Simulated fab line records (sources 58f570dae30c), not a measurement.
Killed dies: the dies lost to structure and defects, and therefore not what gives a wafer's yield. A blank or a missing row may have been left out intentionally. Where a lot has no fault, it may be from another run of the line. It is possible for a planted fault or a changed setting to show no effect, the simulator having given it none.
fab line records    flow berkeley_cmos170
record lots=14  wafers=42  last_day=11
route steps=331 shown SPACER@171
lots that met no fault: from a run of the same line without faults
start_h: hours from the record's opening day to when the first of the lot's shown wafers began    wait_h: hours since the lot's step before    " repeats the value in the row above    L1.1+2: a single row standing in for several wafers    - value missing, or start not given    * or withheld: withheld    < > ~ a bound
route shown NAME@n: NAME is a module with steps in the file, n the number in the route of the first one    usual: mean/standard deviation of fault-free wafers    same: alike in all rows    chamber/n: place in a boat    sites: each site's reading    _std_site: standard deviation across them    _edge_site: mean of outer sites minus mean of inner sites    radius_mm: for every site, how far away it sits from the centre of the wafer    mask NAME#n: copy n    behind: the tool/chamber that last shaped the wafer    hold: what put the lot on hold/how long, in hours/how the hold closed    device: whichever transistor did not switch (one of n, p or np)    end of line: the same wafers' tests at the end of the route    step lacking rows: just its recipe    killed: dies lost to structure and defects at the first sort, not the wafer's yield    map: shows each die of a wafer: x if killed, . if not, _ if none is there
set.NAME: the run value of the setting; set.NAME@STEP: its run value at that earlier step    model.NAME: the simulator's own value behind a step, which no gauge read
route steps across a sampled set of lots; one table per step, one row per wafer
services: when a tool's chamber went out of use (start_h, in hours from the record's first day, below 0 if earlier), for how many hours, and the reason
## steps
# step UCB170_SPACER_CVD_00
# recipe material=SiO2  target_thk_nm=376  temp_c=390  precursor=TEOS/O2  time_s=47  rf_w=550  pressure_mtorr=9000
# usual heater_power_w=257/51  pressure_mtorr=9002/19
lot.wafer  tool      chamber  start_h  wait_h  heater_power_w  pressure_mtorr  since_wet_clean_h
L425.1     pecvd-02  0        126.52   0.0     279             9006            419
L425.2     "         1        "        "       288             8994            419
L425.5     "         1        "        "       288             8997            -
L427.1     pecvd-01  0        126.92   0.0     207             9005            98
L427.4     "         0        "        "       215             8988            -
L427.6     "         2        "        "       225             9008            -
L426.2     pecvd-02  1        127.15   0.0     236             9000            420
L426.3     "         2        "        "       217             9029            420
L426.5     "         0        "        "       290             9016            -
L434.2     pecvd-02  2        165.10   0.0     253             8962            16
L434.3     "         1        "        "       266             9002            -
L434.4     "         2        "        "       251             8962            -
L433.3     pecvd-01  2        165.82   0.0     217             8984            137
L433.5     "         0        "        "       222             9007            -
L433.6     "         2        "        "       225             9008            -
L436.4     pecvd-04  2        173.67   0.0     333             8991            -
L436.5     "         0        "        "       314             8975            -
L436.6     "         1        "        "       260             8982            -
L435.1     pecvd-01  2        174.13   0.0     179             9011            146
L435.2     "         1        "        "       330             9025            146
L435.6     "         0        "        "       145             9014            -
L438.1     pecvd-04  0        187.22   0.0     243             9018            373
L438.4     "         2        "        "       311             8995            -
L438.6     "         1        "        "       246             9027            -
L439.1     pecvd-04  0        197.69   0.0     320             8975            383
L439.3     "         2        "        "       336             8989            383
L439.6     "         2        "        "       239             9015            -
L442.2     pecvd-04  2        209.11   0.0     338             9010            395
L442.5     "         1        "        "       265             9011            -
L442.6     "         0        "        "       266             8970            -
L441.3     pecvd-02  2        209.30   0.0     227             9003            -
L441.4     "         0        "        "       306             8970            -
L441.6     "         2        "        "       244             9011            -
L444.2     pecvd-02  2        225.33   0.0     197             9041            76
L444.3     "         1        "        "       251             8990            76
L444.5     "         1        "        "       173             8980            -
L445.1     pecvd-04  2        231.45   0.0     305             8994            417
L445.2     "         0        "        "       244             8997            417
L445.4     "         0        "        "       258             9009            -
L447.2     pecvd-04  2        240.02   0.0     283             8977            426
L447.4     "         1        "        "       248             9026            -
L447.6     "         0        "        "       231             9003            -
# step UCB170_SPACER_THK_MEAS_01
# recipe reads=SiO2_of_SPACER_CVD_00
# usual SPACER_TEOS_THK=374/5.1
lot.wafer  tool           chamber  start_h  wait_h  hold                      SPACER_TEOS_THK[nm]
L425.1     film_metro-03  -        126.56   0.0     -                         369
L425.2     "              -        "        "       -                         374
L425.5     "              -        "        "       -                         382
L427.1     film_metro-04  -        126.97   0.0     -                         367
L427.4     "              -        "        "       -                         375
L427.6     "              -        "        "       -                         374
L426.2     film_metro-03  -        127.21   0.0     -                         374
L426.3     "              -        "        "       -                         371
L426.5     "              -        "        "       -                         372
L434.2     film_metro-03  -        165.18   0.1     -                         374
L434.3     "              -        "        "       -                         372
L434.4     "              -        "        "       -                         376
L433.3     film_metro-02  -        165.89   0.0     await_dispo/0.2h/release  423
L433.5     "              -        "        "       await_dispo/0.2h/release  431
L433.6     "              -        "        "       await_dispo/0.2h/release  430
L433.3     film_metro-02  -        166.11   0.2     -                         423
L433.5     "              -        "        "       -                         431
L433.6     "              -        "        "       -                         431
L436.4     film_metro-04  -        173.72   0.0     -                         388
L436.5     "              -        "        "       -                         381
L436.6     "              -        "        "       -                         374
L435.1     film_metro-02  -        174.18   0.0     await_dispo/0.2h/release  426
L435.2     "              -        "        "       await_dispo/0.2h/release  426
L435.6     "              -        "        "       await_dispo/0.2h/release  433
L435.1     film_metro-02  -        174.40   0.2     -                         426
L435.2     "              -        "        "       -                         426
L435.6     "              -        "        "       -                         433
L438.1     film_metro-04  -        187.26   0.0     -                         370
L438.4     "              -        "        "       -                         383
L438.6     "              -        "        "       -                         376
L439.1     film_metro-02  -        197.73   0.0     -                         367
L439.3     "              -        "        "       -                         381
L439.6     "              -        "        "       -                         384
L442.2     film_metro-04  -        209.16   0.0     -                         382
L442.5     "              -        "        "       -                         379
L442.6     "              -        "        "       -                         383
L441.3     film_metro-03  -        209.36   0.0     -                         372
L441.4     "              -        "        "       -                         371
L441.6     "              -        "        "       -                         376
L444.2     film_metro-02  -        225.39   0.0     -                         374
L444.3     "              -        "        "       -                         370
L444.5     "              -        "        "       -                         377
L445.1     film_metro-04  -        231.49   0.0     -                         376
L445.2     "              -        "        "       -                         365
L445.4     "              -        "        "       -                         377
L447.2     film_metro-04  -        240.08   0.0     -                         374
L447.4     "              -        "        "       -                         377
L447.6     "              -        "        "       -                         373
# step UCB170_SPACER_ETCHBACK_03
# recipe stop_on=Si  target=SiO2  chemistry=CHF3/CF4/Ar  CHF3_flow_sccm=50  cf4_flow_sccm=10  Ar_flow_sccm=120  pressure_mtorr=200  rf_w=500  target_depth_a=3760  time_s=100
# usual drypump_motor_current_A=5.7/0.36  oes_product_au=0.894/0.019  throttle_valve_pct=6.48/0.076
lot.wafer  tool         chamber  start_h  wait_h  drypump_motor_current_A  oes_product_au  rf_hours_counter_h  throttle_valve_pct
L425.1     rie_diel-03  3        129.23   0.0     6.0                      0.894           138                 6.36
L425.2     "            1        "        "       5.5                      0.872           136                 6.45
L425.5     "            2        "        "       5.7                      0.917           -                   6.45
L427.1     rie_diel-01  0        129.23   0.0     5.6                      0.868           134                 6.48
L427.4     "            2        "        "       6.3                      0.883           89                  6.58
L427.6     "            0        "        "       5.6                      0.879           -                   6.45
L426.2     rie_diel-03  2        129.30   0.1     5.7                      0.902           114                 6.45
L426.3     "            3        "        "       6.0                      0.892           138                 6.36
L426.5     "            2        "        "       5.7                      0.894           -                   6.46
L434.2     rie_diel-04  0        170.13   0.0     6.3                      0.905           51                  6.64
L434.3     "            1        "        "       5.9                      0.885           127                 6.39
L434.4     "            3        "        "       5.3                      0.903           140                 6.53
L433.3     rie_diel-03  0        171.63   0.0     5.7                      0.959           16                  6.49
L433.5     "            2        "        "       5.7                      0.987           -                   6.46
L433.6     "            1        "        "       5.5                      0.961           -                   6.45
L436.4     rie_diel-01  1        178.72   0.0     6.0                      0.905           66                  6.45
L436.5     "            0        "        "       5.6                      0.893           -                   6.46
L436.6     "            1        "        "       5.9                      0.882           -                   6.47
L435.1     rie_diel-04  3        179.60   0.0     5.3                      0.986           140                 6.55
L435.2     "            1        "        "       5.9                      0.968           127                 6.40
L435.6     "            3        "        "       5.3                      0.991           -                   6.54
L438.1     rie_diel-01  2        191.30   0.0     6.3                      0.870           92                  6.57
L438.4     "            0        "        "       5.6                      0.903           137                 6.48
L438.6     "            3        "        "       4.9                      0.921           -                   6.48
L439.1     rie_diel-03  3        201.77   0.0     6.0                      0.900           140                 6.37
L439.3     "            0        "        "       5.7                      0.887           17                  6.47
L439.6     "            0        "        "       5.7                      0.894           -                   6.46
L441.3     rie_diel-01  0        213.06   0.0     5.6                      0.881           137                 6.45
L441.4     "            3        "        "       4.9                      0.913           91                  6.47
L441.6     "            0        "        "       5.6                      0.886           -                   6.45
L442.2     rie_diel-03  0        213.06   0.0     5.7                      0.884           18                  6.47
L442.5     "            0        "        "       5.7                      0.873           -                   6.46
L442.6     "            3        "        "       6.1                      0.925           -                   6.34
L444.2     rie_diel-04  2        229.68   0.0     5.8                      0.925           39                  6.53
L444.3     "            1        "        "       5.9                      0.880           129                 6.38
L444.5     "            2        "        "       5.9                      0.927           -                   6.53
L445.1     rie_diel-01  3        235.52   0.0     4.9                      0.926           91                  6.48
L445.2     "            2        "        "       6.3                      0.866           94                  6.58
L445.4     "            1        "        "       6.0                      0.888           68                  6.48
L447.2     rie_diel-01  1        245.87   0.0     6.0                      0.885           69                  6.48
L447.4     "            0        "        "       5.6                      0.882           139                 6.46
L447.6     "            3        "        "       4.9                      0.923           -                   6.47
## services
tool         chamber  start_h  hours  kind
rie_diel-03  3        114.44   2.7    repair
pecvd-02     -        121.62   1.5    repair
pecvd-02     -        135.50   14.0   pm
pecvd-02     0        135.50   14.0   vent_cycle
pecvd-02     1        135.50   14.0   vent_cycle
pecvd-02     2        135.50   14.0   vent_cycle
pecvd-02     0        149.50   -      clean
pecvd-02     1        149.50   -      clean
pecvd-02     2        149.50   -      clean
pecvd-02     0        161.76   4.6    repair
rie_diel-03  3        179.34   10.1   repair
pecvd-01     -        188.41   6.0    pm
pecvd-02     1        195.70   14.1   repair
rie_diel-04  3        196.93   8.5    repair
pecvd-04     -        202.89   1.9    repair
rie_diel-03  1        215.47   -      clean
rie_diel-03  1        215.47   29.8   scheduled_down
rie_diel-03  1        215.47   29.8   vent_cycle
pecvd-04     -        242.50   14.0   pm
pecvd-04     0        242.50   14.0   vent_cycle
pecvd-04     1        242.50   14.0   vent_cycle
pecvd-04     2        242.50   14.0   vent_cycle
rie_diel-03  3        245.25   -      clean
rie_diel-03  3        245.25   19.0   scheduled_down
## key
first_sign step=UCB170_SPACER_THK_MEAS_01  reading=visit  direction=added
effect step=UCB170_SPACER_THK_MEAS_01  reading=SPACER_TEOS_THK  direction=up  sigmas=11  usual=374  struck=428
effect step=UCB170_SPACER_ETCHBACK_03  reading=oes_product_au  direction=up  sigmas=4.3  usual=0.894  struck=0.975
met_at UCB170_SPACER_CVD_00
struck_lots L433,L435
later_rows_left_out L433.5,L433.6
sort_left_out L433.3,L433.5,L433.6,L435.1,L435.2,L435.6
tester_left_out L433,L435
onset_between 126.92 165.82
fault kind=process_parameter_drift  tool=pecvd-01  chamber=-  onset_h=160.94  steps=UCB170_SPACER_CVD_00  channel=target_thk_nm  offset=57.328  shape=step  end_h=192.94  acts_in=these_recipes_only  stated=376
# tester_left_out: of these lots the tester's yield and bins aren't shown, on N5 and GAA mostly nor the transistor test; their killed dies are dies lost to structure and defects alone, not to doping, threshold or leakage, so they don't give the yield
# sort_left_out: the simulated sort isn't trusted on such a fault, so these wafers' sort isn't shown, and their yield isn't known
# later_rows_left_out: the simulator's readings of these wafers behind a module that went badly wrong aren't trusted and aren't shown, but for the sort
